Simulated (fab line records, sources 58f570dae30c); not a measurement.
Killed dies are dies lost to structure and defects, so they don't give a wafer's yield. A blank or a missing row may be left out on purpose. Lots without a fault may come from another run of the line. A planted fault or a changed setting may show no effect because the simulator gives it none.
A struck lot beside a sound one | flow berkeley_cmos170 | 43 steps out of a route of 331
Sound: wafers L729.1, L729.2, L729.5. Struck: wafers L738.1, L738.5, L738.6. The cause comes at the end.
At each step with rows: each side's tool, then ch and its chambers, then its first start. Under that, the readings that differ: sound wafers | struck wafers | difference of the means | sigmas: that difference in standard deviations of wafers without a fault.
alike: readings whose means differ by less than 2 such deviations, and words and numbers that are the same on both sides. not compared: withheld readings, readings that some wafer has no value for, bounds like >300 that may hide the same value, and numbers for which the record gives no deviation and whose values overlap.
The two part at a step that has a row with sigmas, a row that says differs or no value, or rows on one side only. Numbers that don't overlap but have no deviation are shown without sigmas and don't part them. A reading that every wafer of one side lacks parts them only if that side has two wafers or more.

UCB170_GATE_ETCH_15: etches poly-Si in HBr/Cl2, stops on SiO2, time 56.3 s, target depth 278.2 nm.
  sound on rie_si-02 ch 1,2, day 6 13:21; struck on rie_si-02 ch 0,2,3, day 9 01:40
  alike: drypump_motor_current_A, mfc_cl2_sccm, oes_product_au, throttle_valve_pct
  not compared: rf_hours_counter_h
UCB170_GATE_STRIP_16: strips in O2.
  sound on plasma_asher-02 ch 0,1, day 6 13:24; struck on plasma_asher-01 ch 0,1, day 9 01:43
  alike: drypump_motor_current_A, oes_product_au
  not compared: rf_hours_counter_h
UCB170_GATE_CD_MEAS_90: target cd 350 nm.
  sound on cd_sem-01, day 6 13:30; struck on cd_sem-02, day 9 01:50
  reading    | sound             | struck            | difference | sigmas
  cd_nm (nm) | 353.1 352.6 353.2 | 349.4 349.3 349.7 | -3.5       | -3
then, 7 steps without rows for these wafers: UCB170_GATE_CLEAN_17 (cleans in SPM, time 600 s); UCB170_PLDD_HMDS_00 (prime time 60 s); UCB170_PLDD_COAT_01 (resist thk 900 nm); UCB170_PLDD_SOFTBAKE_02 (time 60 s); UCB170_PLDD_EXPOSE_03 (exposes mask PSELECT, target cd 1200 nm); UCB170_PLDD_PEB_04; UCB170_PLDD_DEVELOP_05 (develop time 45 s).
UCB170_PLDD_CD_MEAS_06: target cd 1200 nm.
  sound on cd_sem-02, day 6 15:18; struck on cd_sem-01, day 9 03:46
  alike: cd_nm
UCB170_PLDD_OVL_MEAS_07:
  sound on overlay-02, day 6 15:25; struck on overlay-02, day 9 03:53
  alike: PLDD_OVL
UCB170_PLDD_IMPLANT_08:
  sound on implanter-01 ch 0, day 6 15:28; struck on implanter-03 ch 0, day 9 03:55
  reading            | sound                         | struck                        | difference | sigmas
  beam_on_s (s)      | 10.16 9.99 10.00              | 13.78 13.90 13.75             | +3.76      | +20
  dose_ions_cm2      | 4.993e+13 4.999e+13 5.005e+13 | 8.001e+13 8.001e+13 8.006e+13 | +3.004e+13 | +99 or more
  faraday_current_uA | 156 159 158                   | 183 182 184                   | +25        | +8
then, 1 step without rows for these wafers: UCB170_PLDD_IMPLANT_09.
UCB170_PLDD_STRIP_10: strips in O2.
  sound on plasma_asher-03 ch 0,1, day 6 15:46; struck on plasma_asher-01 ch 0,1, day 9 04:13
  alike: drypump_motor_current_A, oes_product_au, strip_time_to_endpoint_s
  not compared: rf_hours_counter_h
UCB170_PLDD_TW_MEAS_11:
  sound on film_metro-02, day 6 15:52; struck on film_metro-02, day 9 04:33
  reading | sound          | struck         | difference | sigmas
  PLDD_TW | 1001 1003 1004 | 1090 1092 1098 | +91        | +9
  not compared: hold
then, 6 steps without rows for these wafers: UCB170_NLDD_HMDS_00 (prime time 60 s); UCB170_NLDD_COAT_01 (resist thk 900 nm); UCB170_NLDD_SOFTBAKE_02 (time 60 s); UCB170_NLDD_EXPOSE_03 (exposes mask NSELECT, target cd 1200 nm); UCB170_NLDD_PEB_04; UCB170_NLDD_DEVELOP_05 (develop time 45 s).
UCB170_NLDD_CD_MEAS_06: target cd 1200 nm.
  sound on cd_sem-02, day 6 17:05; struck on cd_sem-02, day 9 11:45
  alike: cd_nm
UCB170_NLDD_OVL_MEAS_07:
  sound on overlay-02, day 6 17:13; struck on overlay-01, day 9 11:52
  alike: NLDD_OVL
then, 3 steps without rows for these wafers: UCB170_NLDD_IMPLANT_08; UCB170_NLDD_IMPLANT_09; UCB170_NLDD_STRIP_10 (strips in O2).
UCB170_NLDD_TW_MEAS_11:
  sound on film_metro-03, day 6 17:39; struck on film_metro-04, day 9 12:23
  reading | sound          | struck         | difference | sigmas
  NLDD_TW | 2180 2172 2182 | 2231 2228 2236 | +54        | +3
then, 1 step without rows for these wafers: UCB170_NLDD_CLEAN_12 (cleans in SPM, time 600 s).
UCB170_SPACER_CVD_00: deposits SiO2 from TEOS/O2, target thk 376 nm, time 47 s.
  sound on pecvd-02 ch 0,2, day 6 19:56; struck on pecvd-03 ch 1,2, day 9 12:38
  alike: heater_power_w
UCB170_SPACER_THK_MEAS_01:
  sound on film_metro-03, day 6 19:59; struck on film_metro-01, day 9 12:40
  alike: SPACER_TEOS_THK
then, 1 step without rows for these wafers: UCB170_SPACER_ANNEAL_02 (time 1800 s).
UCB170_SPACER_ETCHBACK_03: etches SiO2 in CHF3/CF4/Ar, stops on Si, target depth 376 nm, time 100 s.
  sound on rie_diel-02 ch 0,2,3, day 6 22:10; struck on rie_diel-02 ch 1,2, day 9 15:02
  alike: cf4_flow_sccm, drypump_motor_current_A, oes_product_au, throttle_valve_pct
  not compared: rf_hours_counter_h
then, 6 steps without rows for these wafers: UCB170_PSD_HMDS_00 (prime time 60 s); UCB170_PSD_COAT_01 (resist thk 900 nm); UCB170_PSD_SOFTBAKE_02 (time 60 s); UCB170_PSD_EXPOSE_03 (exposes mask PSELECT MOD, target cd 1200 nm); UCB170_PSD_PEB_04; UCB170_PSD_DEVELOP_05 (develop time 45 s).
UCB170_PSD_CD_MEAS_06: target cd 1200 nm.
  sound on cd_sem-02, day 6 23:52; struck on cd_sem-02, day 9 16:20
  alike: cd_nm
UCB170_PSD_OVL_MEAS_07:
  sound on overlay-02, day 6 23:59; struck on overlay-02, day 9 16:29
  alike: PSD_OVL
UCB170_SDANNEAL_RS_MEAS_04: measures by four-point-probe.
  sound on film_metro-02, day 7 03:38; struck on film_metro-02, day 9 21:54
  reading          | sound                | struck            | difference | sigmas
  PLDD_RS (ohm/sq) | 1036.2 1035.9 1034.0 | 841.0 841.6 838.2 | -195.1     | -72
  not compared: hold
UCB170_M3_PROBE_99:
  the record has rows for the sound wafers here (prober-02, day 8 05:31) and none for the struck ones

WHERE THEY PART
First at UCB170_GATE_CD_MEAS_90; last, within this record, at UCB170_M3_PROBE_99.

WHY: what the simulator had put in
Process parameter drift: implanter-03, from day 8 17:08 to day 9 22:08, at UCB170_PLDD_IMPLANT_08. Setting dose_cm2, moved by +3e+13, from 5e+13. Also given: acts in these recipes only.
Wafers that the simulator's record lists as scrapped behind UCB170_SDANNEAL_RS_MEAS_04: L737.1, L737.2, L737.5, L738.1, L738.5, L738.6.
